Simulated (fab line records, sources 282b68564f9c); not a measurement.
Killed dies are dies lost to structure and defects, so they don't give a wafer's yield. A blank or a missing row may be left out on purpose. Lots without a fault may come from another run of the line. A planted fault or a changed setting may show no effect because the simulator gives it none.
A struck lot beside a sound one | flow rit_cmos | 15 steps out of a route of 202
Sound: wafers L966.1, L966.2, L966.4. Struck: wafers L977.1, L977.4, L977.6. The cause comes at the end.
At each step with rows: each side's tool, then ch and its chambers, then its first start. Under that, the readings that differ: sound wafers | struck wafers | difference of the means | sigmas: that difference in standard deviations of wafers without a fault.
alike: readings whose means differ by less than 2 such deviations, and words and numbers that are the same on both sides. not compared: withheld readings, readings that some wafer has no value for, bounds like >300 that may hide the same value, and numbers for which the record gives no deviation and whose values overlap.
The two part at a step that has a row with sigmas, a row that says differs or no value, or rows on one side only. Numbers that don't overlap but have no deviation are shown without sigmas and don't part them. A reading that every wafer of one side lacks parts them only if that side has two wafers or more.

RIT_ACTIVE_BOW_MEAS_00:
  sound on film_metro-02, day 1 10:00; struck on film_metro-02, day 3 17:00
  alike: INCOMING_BOW
then, 1 step without rows for these wafers: RIT_ACTIVE_OXIDATION_01 (target thk 46.8 nm, ox time 3360 s).
RIT_ACTIVE_THK_MEAS_02:
  sound on film_metro-01, day 1 12:03; struck on film_metro-02, day 3 19:13
  alike: ACTIVE_OXIDE_THK
then, 1 step without rows for these wafers: RIT_ACTIVE_CVD_03 (deposits Si3N4 from SiH2Cl2/NH3, target thk 150 nm, time 1500 s).
RIT_ACTIVE_THK_MEAS_04:
  sound on film_metro-01, day 1 13:32; struck on film_metro-04, day 3 21:25
  alike: ACTIVE_NITRIDE_THK
then, 6 steps without rows for these wafers: RIT_ACTIVE_HMDS_05 (prime time 61.54 s); RIT_ACTIVE_COAT_06 (resist thk 1000 nm); RIT_ACTIVE_SOFTBAKE_07 (time 60 s); RIT_ACTIVE_EXPOSE_08 (exposes mask M1, target cd 1400 nm); RIT_ACTIVE_PEB_09; RIT_ACTIVE_DEVELOP_10 (develop time 50 s).
RIT_ACTIVE_CD_MEAS_11: target cd 1400 nm.
  sound on cd_sem-01, day 1 14:34; struck on cd_sem-01, day 3 22:20
  alike: cd_nm
RIT_ACTIVE_HARDBAKE_12: time 60 s.
  sound on litho_track-03 ch 0, day 1 14:41; struck on litho_track-03 ch 0, day 3 22:27
  reading                  | sound                | struck               | difference | sigmas
  heater_power_total_W (W) | 62.52 62.57 62.51    | 64.46 64.40 64.48    | +1.91      | +41
  plate_temp_C (C)         | 139.82 139.79 139.90 | 143.12 143.22 143.13 | +3.32      | +26
  alike: resist_line_temp_C
RIT_ACTIVE_ETCH_13: etches Si3N4 in SF6, stops on SiO2, time 210 s, target depth 210 nm.
  sound on rie_diel-02 ch 0,3, day 1 14:50; struck on rie_diel-04 ch 0,2, day 3 22:36
  alike: drypump_motor_current_A, oes_product_au, rf_fwd_power_W, throttle_valve_pct
  not compared: rf_hours_counter_h
RIT_M1_PROBE_99:
  sound on prober-02, day 3 16:05; struck on prober-02, day 5 17:51
  alike: killed_at_M0_to_M3, killed_at_contacts, killed_at_front_end, killed_dies, killed_on_rim, killed_open, killed_short

WHERE THEY PART
Only at RIT_ACTIVE_HARDBAKE_12, within this record. Later steps at which nothing parts them and some readings are alike: RIT_ACTIVE_ETCH_13, RIT_M1_PROBE_99.

WHY: what the simulator had put in
Process parameter drift: litho_track-03, from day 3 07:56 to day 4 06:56, at RIT_ACTIVE_HARDBAKE_12. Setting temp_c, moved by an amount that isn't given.
